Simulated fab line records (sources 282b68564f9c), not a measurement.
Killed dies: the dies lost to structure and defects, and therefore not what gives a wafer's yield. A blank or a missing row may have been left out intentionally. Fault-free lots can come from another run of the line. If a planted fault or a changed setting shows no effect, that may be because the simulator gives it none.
A struck lot beside a sound one + flow rit cmos + 21 steps out of a route of 202
Sound: the wafers L653.1, L653.3, L653.6. The struck wafers were L668.2, L668.3, L668.4. At the end, the cause is stated.
At each step with rows: each side's tool, then ch and its chambers, then its first start. Under that, the readings that differ: sound wafers + struck wafers + difference of the means + sigmas: that difference in standard deviations of wafers without a fault.
alike: readings with means less than 2 such deviations apart, plus words and numbers identical on both sides. not compared: withheld readings, readings lacking a value on some wafer, bounds such as >300 that could conceal the same value, and numbers that have no deviation in the record and whose values overlap.
The two part at a step that has a row with sigmas, a row that says differs or no value, or rows on one side only. When numbers do not overlap yet have no deviation, they are printed without sigmas and do not part them. A reading missing from all wafers of one side parts the sides only when that side holds two or more wafers.

first, 3 steps without rows for these wafers: RIT_GATE_CLEAN_02 (cleans in dHF, time 30 s); RIT_GATE_CLEAN_03 (cleans in SC2, time 600 s); RIT_GATE_CLEAN_04 (cleans in dHF, time 60 s).
RIT_FOX2_THK_MEAS_91:
  struck on film metro-04, day 7 02:31; sound on film metro-01, day 3 15:35
  alike: FIELD_OXIDE_LEFT_2_THK
then, 2 steps without rows for these wafers: RIT_GATE_OXIDATION_05 (target thk 3 nm, ox time 270 s); RIT_GATE_ANNEAL_06 (time 600 s).
RIT_GATE_THK_MEAS_07:
  struck on film metro-04, day 7 07:02; sound on film metro-04, day 3 17:08
  alike: GATE_OXIDE_THK
then, 1 step without rows for these wafers: RIT_GATE_CVD_08 (deposits poly-Si from SiH4, target thk 250 nm, time 2220 s).
RIT_GATE_THK_MEAS_09:
  struck on film metro-04, day 7 08:43; sound on film metro-04, day 3 19:04
  alike: GATE_POLY_THK
then, 3 steps without rows for these wafers: RIT_GATE_HMDS_10 (prime time 60 s); RIT_GATE_COAT_11 (resist thk 850 nm); RIT_GATE_SOFTBAKE_12 (time 60 s).
RIT_GATE_EXPOSE_13: exposes mask M6, target cd 150 nm.
  sound on iline stepper-01 ch 0, day 3 20:07; struck on iline stepper-01 ch 0, day 7 09:21
| reading              | sound             | struck            | difference | sigmas |
|----------------------|-------------------|-------------------|------------|--------|
| exposure dose mJ cm2 | 380.1 379.6 380.4 | 368.6 368.8 368.6 | -11.4      | -30    |
  alike: mask, stage vel mm s
then, 2 steps without rows for these wafers: RIT_GATE_PEB_14; RIT_GATE_DEVELOP_15 (develop time 50 s).
RIT_GATE_CD_MEAS_16: target cd 150 nm.
  struck on cd sem-01, day 7 09:47; sound on cd sem-02, day 3 20:31
| reading    | sound             | struck           | difference | sigmas |
|------------|-------------------|------------------|------------|--------|
| cd nm (nm) | 150.7 150.2 153.2 | 36.2 145.8 107.6 | -54.8      | -22    |
RIT_GATE_OVL_MEAS_17:
  struck on overlay-01, day 7 09:54; sound on overlay-02, day 3 20:38
  alike: GATE_OVL
then, 1 step without rows for these wafers: RIT_GATE_HARDBAKE_18 (time 60 s).
RIT_GATE_ETCH_19: etches poly-Si in SF6/CHF3/O2, stops on SiO2, time 165 s, target depth 312.5 nm.
  sound on rie si-02 ch 2,3, day 3 20:49; struck on rie si-02 ch 0,1,2, day 7 10:05
| reading               | sound             | struck            | difference | sigmas |
|-----------------------|-------------------|-------------------|------------|--------|
| model.GATE.cd nm (nm) | 150.8 150.4 153.1 | 36.41 145.8 107.8 | -54.76     |        |
  alike: drypump motor current A, oes product au, throttle valve pct
  not compared: rf hours counter h
RIT_GATE_STRIP_20: strips in O2, time 180 s.
  sound on plasma asher-04 ch 0, day 3 20:56; struck on plasma asher-01 ch 0,1, day 7 10:11
| reading                     | sound       | struck      | difference | sigmas |
|-----------------------------|-------------|-------------|------------|--------|
| drypump motor current A (A) | 6.2 6.2 6.2 | 5.0 5.0 5.5 | -1.0       | -2     |
  alike: o2 flow sccm
  not compared: rf hours counter h
RIT_M1_PROBE_99:
  struck on prober-01, day 8 06:01; sound on prober-01, day 4 18:38
| reading             | sound  | struck     | difference | sigmas |
|---------------------|--------|------------|------------|--------|
| killed_at_M0_to_M3  | 0 0 1  | 0 0 0      | +0         | -3     |
| killed at front end | 8 7 9  | 264 10 264 | +171       | +57    |
| killed dies         | 8 7 10 | 264 10 264 | +171       | +57    |
| killed on rim       | 3 1 2  | 70 2 70    | +45        | +28    |
  alike: killed open, killed short

== WHERE THEY PART ==
Last at RIT_M1_PROBE_99 as far as this record goes, first at RIT_GATE_EXPOSE_13.

WHY: the cause the simulator had injected
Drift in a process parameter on iline stepper-01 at RIT_GATE_EXPOSE_13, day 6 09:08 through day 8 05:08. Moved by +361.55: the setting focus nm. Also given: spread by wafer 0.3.
